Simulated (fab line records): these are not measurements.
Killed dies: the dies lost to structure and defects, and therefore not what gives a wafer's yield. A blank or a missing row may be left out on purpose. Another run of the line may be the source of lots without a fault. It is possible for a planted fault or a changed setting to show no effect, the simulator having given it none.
8D (eight disciplines) problem report, filled in by code || flow ritCmos || the parts of the form that need people (team, actions taken, sign-off) are left out

## 1. THE ISSUE
Mean ACTIVE_NITRIDE_THK at RIT_ACTIVE_THK_MEAS_04: 183.5 nm over 9 wafers in 3 lots; fault-free wafers: 149.7 nm, standard deviation 1.5. Relative to the usual mean, that is a shift of +23 standard deviations.
The first sign was on wafer L918.1 at day 2 15:56, on filmMetro-04. The record holds 45 wafers of 15 lots with a number at this step. Rule for "out" (also "out of limits"): further than 4 standard deviations from the usual mean. The other wafers with a number count as sound.

## 2. WHAT IT IS, WHAT IT ISN'T
{"question": "which readings at this step", "is": "ACTIVE_NITRIDE_THK", "is not": "-"}
{"question": "which lots", "is": "L918, L919, L920", "is not": "L913, L914, L915, L916, L926, L928, L931, L932, L933, L934, L935, L936"}
{"question": "which wafers of those lots", "is": "all that have a number", "is not": "-"}
{"question": "read on which gauges", "is": "filmMetro-03, filmMetro-04", "is not": "filmMetro-02"}
{"question": "when", "is": "from day 2 15:56", "is not": "up to then (12 sound wafers); but 24 sound wafers of L926, L928, L931, L932, L933, L934, L935, L936 came after"}

## 3. WHAT RULES OUT EACH SUSPECT
Counting: a tool at a process step up to the reading stays a suspect if it ran every lot that is out and no sound lot after the first of them.
- the gauge at RIT_ACTIVE_THK_MEAS_04: ruled out. Those wafers that are out were read across 2 gauges (filmMetro-03, filmMetro-04).
- lpcvd-01 at RIT_ACTIVE_CVD_03 (deposits Si3N4 from SiH2Cl2/NH3, target thk 150 nm, time 1500 s): ruled out as a lasting fault. Sound lots L931, L932, L933, L935 ran on it after its first lot that is out, L918 (day 2 14:31).
Left after counting: nothing in the record.

## 4. THE CAUSE (what the simulator had put in)
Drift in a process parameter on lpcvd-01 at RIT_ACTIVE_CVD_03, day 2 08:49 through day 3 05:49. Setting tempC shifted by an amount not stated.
The count ruled it out by mistake, since the rule takes a fault to strike every lot its tool runs from the start of the fault on, and this one did not do so.

## 5. THE EFFECT CHAIN, in route order
Rows list readings where the struck wafers' mean (over those with a number) sits beyond 3 standard deviations from the usual. Only readings whose record carries a usual standard deviation are examined. hours: median over the lots of the time between each lot's start at the first step of this table that gives one and its start at this step. sigmas: the change, counted in usual standard deviations.
{"hours": 0, "step": "RIT_ACTIVE_CVD_03", "reading": "spikeTcCentreC", "usual": "812.4 C", "on struck wafers": 824.8, "change": "+12.4", "sigmas": "+9.5"}
{"hours": 0, "step": "RIT_ACTIVE_CVD_03", "reading": "spikeTcLoadC", "usual": "833.8 C", "on struck wafers": 844.9, "change": "+11.1", "sigmas": "+4.8"}
{"hours": 0, "step": "RIT_ACTIVE_CVD_03", "reading": "spikeTcSourceC", "usual": "833 C", "on struck wafers": 844, "change": "+11", "sigmas": "+3.1"}
{"hours": 1, "step": "RIT_ACTIVE_THK_MEAS_04", "reading": "ACTIVE_NITRIDE_THK", "usual": "149.7 nm", "on struck wafers": 183.5, "change": "+33.8", "sigmas": "+23"}
{"hours": 3, "step": "RIT_ACTIVE_ETCH_13", "reading": "oesProductAu", "usual": "0.818 a.u.", "on struck wafers": 0.915, "change": "+0.097", "sigmas": "+8.1"}
Process steps it contains:
- RIT_ACTIVE_CVD_03: deposits Si3N4 from SiH2Cl2/NH3, target thk 150 nm, time 1500 s.
- RIT_ACTIVE_ETCH_13: etches Si3N4 in SF6, stops on SiO2, time 210 s, target depth 210 nm.
At these later measuring or inspecting steps, every struck wafer for which the step has a row has a number for every such reading, and none has moved that far: RIT_NWELL_TW_MEAS_10.

## 6. HOW IT WOULD HAVE BEEN CAUGHT EARLIER
7 hours passed between the start of the fault at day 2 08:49 and the first reading out of limits at a measuring or inspecting step in this record, taken at day 2 15:56.
The tool's own readings at RIT_ACTIVE_CVD_03 were out on every struck wafer that the step has a row for (spikeTcCentreC): an alarm limit on them would have fired on the first of those.
